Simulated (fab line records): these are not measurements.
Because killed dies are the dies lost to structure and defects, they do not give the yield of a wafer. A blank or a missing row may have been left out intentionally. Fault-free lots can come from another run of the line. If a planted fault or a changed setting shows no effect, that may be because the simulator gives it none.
Chamber matching -- flow berkeley-cmos170 -- UCB170_V1_ETCH_14 on rie-diel-01 has 4 sister chambers
The step etches SiO2 in CHF3/CF4/Ar, stops on Al, target depth 1250 nm, time 291 s. 8 wafers are shown with their chamber, then 7 later ones without.

## EACH WAFER AND ITS CHAMBER
wafer,chamber,drypump-motor-current-A (A),throttle-valve-pct (%)
L612.4,0,6.2,6.89
L614.2,3,5.2,7.08
L614.3,0,6.2,6.88
L614.4,1,5.4,6.88
L616.5,3,5.2,7.10
L616.6,2,5.9,6.91
L615.2,1,5.4,6.88
L615.4,2,6.0,6.93

## WAFERS WITH NO CHAMBER GIVEN
wafer,drypump-motor-current-A (A),throttle-valve-pct (%)
L615.6,5.4,6.88
L617.4,5.5,6.88
L617.5,6.2,6.90
L617.6,5.4,6.88
L619.3,6.2,6.91
L619.4,5.4,6.88
L619.6,5.2,7.10

## THE CHAMBER EACH PASSED THROUGH
wafer,from the rows above,in truth
L615.6,1,1
L617.4,1,1
L617.5,0,0
L617.6,1,1
L619.3,0,0
L619.4,1,1
L619.6,3,3
Placed correctly: 7 of 7. Left unplaced by these rows: 0. Number placed wrongly: 0.
How it was worked out, from the rows above alone: a wafer's distance from a chamber is the root of the sum, over the readings, of the square of ((its reading less the chamber's mean) divided by the reading's scatter). If the next closest chamber is less than 2 further off than the closest, the wafer can't be placed; otherwise it belongs to the closest. A chamber's mean is the mean of its shown wafers. The scatter: take each reading less its chamber's mean, square it, sum over the shown wafers, divide by the number of wafers less the number of chambers, and take the root.
